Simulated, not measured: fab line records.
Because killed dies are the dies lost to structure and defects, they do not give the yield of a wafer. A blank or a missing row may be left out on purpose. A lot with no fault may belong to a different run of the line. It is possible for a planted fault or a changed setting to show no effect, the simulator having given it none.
Chamber matching	flow berkeleyCmos170	UCB170_V1_CMP_02 on cmp-01: 4 sister chambers
The step polishes SiO2. 14 wafers are shown with their chamber, then 7 later ones without.

== WAFERS WITH THEIR CHAMBER ==
wafer	chamber	motorCurrentA (A)
L335.2	0	16.4
L335.4	2	16.1
L335.6	1	14.7
L338.1	1	15.4
L338.2	3	18.0
L338.3	0	17.3
L339.2	0	17.2
L339.4	1	15.7
L339.5	1	16.3
L343.1	2	16.1
L343.3	3	17.1
L343.5	3	16.9
L352.2	2	16.0
L352.4	3	17.0

SIGNATURES, as means of the wafers listed above
reading	chamber 0	chamber 1	chamber 2	chamber 3	scatter within a chamber
motorCurrentA	16.967	15.525	16.067	17.250	0.509
Rule: for a wafer and a chamber, the distance is found by dividing, reading by reading, the gap between the wafer's reading and the chamber's mean by the reading's scatter, squaring, summing and taking the root. If the next closest chamber is less than 2 further off than the closest, the wafer can't be placed; otherwise it belongs to the closest. The scatter: take each reading less its chamber's mean, square it, sum over the shown wafers, divide by the number of wafers less the number of chambers, and take the root.

== WAFERS MISSING THEIR CHAMBER ==
wafer	motorCurrentA (A)
L352.6	14.9
L353.1	16.6
L353.2	17.4
L353.3	15.2
L357.1	17.3
L357.3	18.4
L357.6	16.7

== WHICH CHAMBER EACH WENT THROUGH ==
wafer	from the rows above	in truth
L352.6	can't be placed: 1 or 2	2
L353.1	can't be placed: 0 or 2 or 3 or 1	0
L353.2	can't be placed: 3 or 0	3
L353.3	can't be placed: 1 or 2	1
L357.1	can't be placed: 3 or 0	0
L357.3	can't be placed: 3 or 0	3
L357.6	can't be placed: 0 or 3 or 2 or 1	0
Correct placement for 0 of the 7. These rows do not allow placing 7 (true chamber among the candidates in 7). Wrongly placed: 0.
